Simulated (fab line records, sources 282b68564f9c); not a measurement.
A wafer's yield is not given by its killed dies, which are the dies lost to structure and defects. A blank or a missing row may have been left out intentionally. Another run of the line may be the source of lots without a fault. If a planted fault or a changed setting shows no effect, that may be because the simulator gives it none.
Split-lot trial | flow rit cmos | 5 lots, 23 wafers read, on a route of 202 steps

== ABOUT THE SPLIT ==
At RIT_NWELL_COAT_01 (resist thk 1300 nm), the setting spin rpm was moved away from the recipe's 2000 rpm on 10 of the 23 wafers read, by -7.4% to +6.0%. All remaining wafers had this setting at the recipe value.

== FROM THE SPLIT TO THE READING: what the file shows between them, 3 steps ==
- RIT_NWELL_SOFTBAKE_02: time 60 s
- RIT_NWELL_EXPOSE_03: exposes mask M2, target cd 43900 nm
- RIT_NWELL_DEVELOP_05: develop time 68 s

== THE READING ==
NOVOLAK_of_NWELL_COAT_01.thk nm (the simulator's own value, which no gauge read), in nm, at RIT_NWELL_HARDBAKE_07 (time 120 s). No usual value for it is given in the file. Average 1137 nm, standard deviation 1.8 nm, over the 13 wafers here run with the recipe.

wafer  | tool, chamber at the split | spin rpm as run, rpm | against the recipe | NOVOLAK_of_NWELL_COAT_01.thk nm, nm | against lot-mates on the recipe
L074.1 | litho track-01, 0          | 2000                 | recipe             | 1137                                | -
L074.3 | litho track-01, 0          | 2077                 | +3.8%              | 1116                                | -20
L074.4 | litho track-01, 0          | 2000                 | recipe             | 1136                                | -
L074.5 | litho track-01, 0          | 2077                 | +3.8%              | 1115                                | -21
L074.6 | litho track-01, 0          | 2000                 | recipe             | 1134                                | -
L079.1 | litho track-02, 0          | 2000                 | recipe             | 1138                                | -
L079.2 | litho track-02, 0          | 2120                 | +6.0%              | 1104                                | -34
L079.4 | litho track-02, 0          | 2120                 | +6.0%              | 1107                                | -32
L079.5 | litho track-02, 0          | 2000                 | recipe             | 1139                                | -
L079.6 | litho track-02, 0          | 2120                 | +6.0%              | 1106                                | -32
L080.1 | litho track-02, 0          | 2000                 | recipe             | 1139                                | -
L080.3 | litho track-02, 0          | 2000                 | recipe             | 1137                                | -
L080.4 | litho track-02, 0          | 1853                 | -7.4%              | 1183                                | +46
L080.5 | litho track-02, 0          | 1853                 | -7.4%              | 1184                                | +47
L080.6 | litho track-02, 0          | 2000                 | recipe             | 1135                                | -
L084.2 | litho track-01, 0          | 2000                 | recipe             | 1136                                | -
L084.3 | litho track-01, 0          | 2052                 | +2.6%              | 1126                                | -10
L084.4 | litho track-01, 0          | 2052                 | +2.6%              | 1121                                | -16
L084.5 | litho track-01, 0          | 2000                 | recipe             | 1137                                | -
L084.6 | litho track-01, 0          | 2052                 | +2.6%              | 1123                                | -14
L085.1 | litho track-02, 0          | 2000                 | recipe             | 1139                                | -
L085.4 | litho track-02, 0          | 2000                 | recipe             | 1139                                | -
L085.5 | litho track-02, 0          | 2000                 | recipe             | 1134                                | -

FIT RESULTS
A straight line over all 23 wafers: NOVOLAK_of_NWELL_COAT_01.thk nm changes by -5.78 nm for each +1% of spin rpm; r = -0.99; the points scatter about the line by 2.3 nm.
The same after taking each lot's own level away (the mean of its wafers on the recipe; 23 wafers): -5.84 nm for each +1%; r = -1.00; scatter 2 nm.
The reading moves by 43 nm for the largest change in spin rpm, on that fit.
The lots' own levels span 1135.7 to 1138.5 nm, that is 1.6 times the standard deviation above.
Hence the lot-to-lot level has little effect on the slope; both slopes agree.
Check: with one of the wafers moved furthest among these (-7.4%) left out of the fit, the line predicts +43 nm for it against its lot-mates. It came out at +46 nm against them.

== THESE WAFERS: OTHER SPLITS ==
Before the reading, these wafers also passed through other splits. Each is held against what the fit with the lots' levels taken away leaves over:
other split on the same wafers   | wafers away from the commonest value | r with NOVOLAK_of_NWELL_COAT_01.thk nm (lot level and that fit taken away)
RIT_ACTIVE_OXIDATION_01 temp c   | 10                                   | -0.07
RIT_ACTIVE_DEVELOP_10 dev temp c | 4                                    | +0.04

== THE WHOLE CHAIN: every reading that the file lists as answering this split, in the file's order ==
step                  | what it does       | reading                                                                          | change (the file's fit)              | r (the file's)
RIT_NWELL_COAT_01     | resist thk 1300 nm | NOVOLAK_of_NWELL_COAT_01.thk nm (the simulator's own value, which no gauge read) | -6.76 nm for each +1% of the setting | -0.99
RIT_NWELL_HARDBAKE_07 | time 120 s         | NOVOLAK_of_NWELL_COAT_01.thk nm (the simulator's own value, which no gauge read) | -5.82 nm for each +1% of the setting | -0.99

== THE FILE'S OWN FIT ==
NOVOLAK_of_NWELL_COAT_01.thk nm changes by -5.82 nm for each +1% of spin rpm, r = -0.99.
